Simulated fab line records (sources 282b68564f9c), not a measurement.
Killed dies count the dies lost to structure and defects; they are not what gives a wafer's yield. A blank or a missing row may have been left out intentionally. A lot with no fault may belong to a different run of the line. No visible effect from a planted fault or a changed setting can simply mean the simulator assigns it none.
Which tool did it? / flow rit_cmos / 14 lots, 42 wafers sampled, at 2 steps of a route of 202

== WHAT THE GAUGES SHOWED, per wafer ==
The record holds no reading of a measuring or inspecting step that can be judged against a usual standard deviation.

== WHICH TOOL RAN EACH LOT (tool, then ch and the chambers of the sampled wafers, then the start) ==
lot=L176; RIT_SPACER_CLEAN_00=wet_bench-01 ch 2, day 2 20:50; RIT_M1_PROBE_99=-
lot=L177; RIT_SPACER_CLEAN_00=wet_bench-03 ch 1, day 3 02:02; RIT_M1_PROBE_99=-
lot=L181; RIT_SPACER_CLEAN_00=wet_bench-01 ch 0, day 3 21:46; RIT_M1_PROBE_99=-
lot=L183; RIT_SPACER_CLEAN_00=wet_bench-01 ch 3, day 4 05:58; RIT_M1_PROBE_99=prober-02, day 4 19:50
lot=L184; RIT_SPACER_CLEAN_00=wet_bench-03 ch 1, day 4 11:42; RIT_M1_PROBE_99=-
lot=L189; RIT_SPACER_CLEAN_00=wet_bench-03 ch 2, day 5 13:26; RIT_M1_PROBE_99=prober-02, day 6 03:52
lot=L190; RIT_SPACER_CLEAN_00=wet_bench-03 ch 2, day 5 17:38; RIT_M1_PROBE_99=prober-01, day 6 07:19
lot=L192; RIT_SPACER_CLEAN_00=wet_bench-01 ch 1, day 6 02:39; RIT_M1_PROBE_99=-
lot=L193; RIT_SPACER_CLEAN_00=wet_bench-03 ch 2, day 6 08:37; RIT_M1_PROBE_99=-
lot=L194; RIT_SPACER_CLEAN_00=wet_bench-03 ch 3, day 6 14:27; RIT_M1_PROBE_99=prober-01, day 7 05:23
lot=L195; RIT_SPACER_CLEAN_00=wet_bench-02 ch 0, day 6 19:05; RIT_M1_PROBE_99=-
lot=L196; RIT_SPACER_CLEAN_00=wet_bench-02 ch 2, day 6 23:34; RIT_M1_PROBE_99=-
lot=L197; RIT_SPACER_CLEAN_00=wet_bench-02 ch 3, day 7 05:01; RIT_M1_PROBE_99=-
lot=L198; RIT_SPACER_CLEAN_00=wet_bench-01 ch 2, day 7 08:46; RIT_M1_PROBE_99=-
- RIT_SPACER_CLEAN_00: cleans in SC1, time 600 s.
- RIT_M1_PROBE_99

== AS READ BY THE TOOLS THEMSELVES (means over the sampled wafers that have a number; for cases with no such wafer, the mark the record gives instead) ==
RIT_SPACER_CLEAN_00. Usual: bath_guard_temp_C 74.8 C, standard deviation 0.49; bath_heat_duty_pct 15.5 %, standard deviation 1.5.
lot=L176; tool=wet_bench-01; bath_guard_temp_C (C)=75.2; bath_heat_duty_pct (%)=13.8; flag=
lot=L177; tool=wet_bench-03; bath_guard_temp_C (C)=74.7; bath_heat_duty_pct (%)=14.7; flag=
lot=L181; tool=wet_bench-01; bath_guard_temp_C (C)=74.9; bath_heat_duty_pct (%)=14.2; flag=
lot=L183; tool=wet_bench-01; bath_guard_temp_C (C)=-; bath_heat_duty_pct (%)=-; flag=OFF
lot=L184; tool=wet_bench-03; bath_guard_temp_C (C)=-; bath_heat_duty_pct (%)=-; flag=OFF
lot=L189; tool=wet_bench-03; bath_guard_temp_C (C)=74.6; bath_heat_duty_pct (%)=16.6; flag=
lot=L190; tool=wet_bench-03; bath_guard_temp_C (C)=74.4; bath_heat_duty_pct (%)=17.4; flag=
lot=L192; tool=wet_bench-01; bath_guard_temp_C (C)=74.3; bath_heat_duty_pct (%)=15.5; flag=
lot=L193; tool=wet_bench-03; bath_guard_temp_C (C)=74.6; bath_heat_duty_pct (%)=17.6; flag=
lot=L194; tool=wet_bench-03; bath_guard_temp_C (C)=75.3; bath_heat_duty_pct (%)=16.6; flag=
lot=L195; tool=wet_bench-02; bath_guard_temp_C (C)=74.1; bath_heat_duty_pct (%)=16.4; flag=
lot=L196; tool=wet_bench-02; bath_guard_temp_C (C)=74.9; bath_heat_duty_pct (%)=15.5; flag=
lot=L197; tool=wet_bench-02; bath_guard_temp_C (C)=73.9; bath_heat_duty_pct (%)=14.0; flag=
lot=L198; tool=wet_bench-01; bath_guard_temp_C (C)=75.0; bath_heat_duty_pct (%)=13.1; flag=

RIT_M1_PROBE_99. Usual: killed_at_M0_to_M3 0.0, standard deviation 0.083; killed_at_contacts 0.1, standard deviation 0.32; killed_at_front_end 7, standard deviation 3; killed_dies 7, standard deviation 3; killed_open 3.4, standard deviation 2.2; killed_short 3.3, standard deviation 1.8.
lot=L183 tool=prober-02 killed_at_M0_to_M3=0.0 killed_at_contacts=0.0 killed_at_front_end=13 killed_dies=13 killed_open=7.0 killed_short=6.0 flag=
lot=L189 tool=prober-02 killed_at_M0_to_M3=0.0 killed_at_contacts=0.0 killed_at_front_end=6 killed_dies=6 killed_open=3.7 killed_short=2.7 flag=
lot=L190 tool=prober-01 killed_at_M0_to_M3=0.0 killed_at_contacts=0.0 killed_at_front_end=7 killed_dies=7 killed_open=2.3 killed_short=4.7 flag=
lot=L194 tool=prober-01 killed_at_M0_to_M3=0.0 killed_at_contacts=0.0 killed_at_front_end=3 killed_dies=3 killed_open=0.7 killed_short=2.3 flag=

== THE ANSWER, worked out from the rows above alone ==
Rule: a lot is off if the mean of its wafers that have a number lies more than 3 standard deviations from the usual mean. Also off: a lot with no number at a reading for which 4 or more lots have one. Where the step has rows for the other lots, those lots are counted as sound. After the gauges, taken in route order, come the tools' own readings; for these a lot's mean is taken, as printed above. The first step at which some lot is off is used, and at that step the reading that is off furthest; a lot without a number counts as furthest.
Off: L183, L184, at RIT_SPACER_CLEAN_00 (bath_guard_temp_C). Without a number there: L183, L184.
If a tool, at that step or one of the process steps before it, ran each lot that is off and ran no sound lot following the first of them, it fits. Of those tried, none fits.

== WHAT THE SIMULATOR PUT IN ==
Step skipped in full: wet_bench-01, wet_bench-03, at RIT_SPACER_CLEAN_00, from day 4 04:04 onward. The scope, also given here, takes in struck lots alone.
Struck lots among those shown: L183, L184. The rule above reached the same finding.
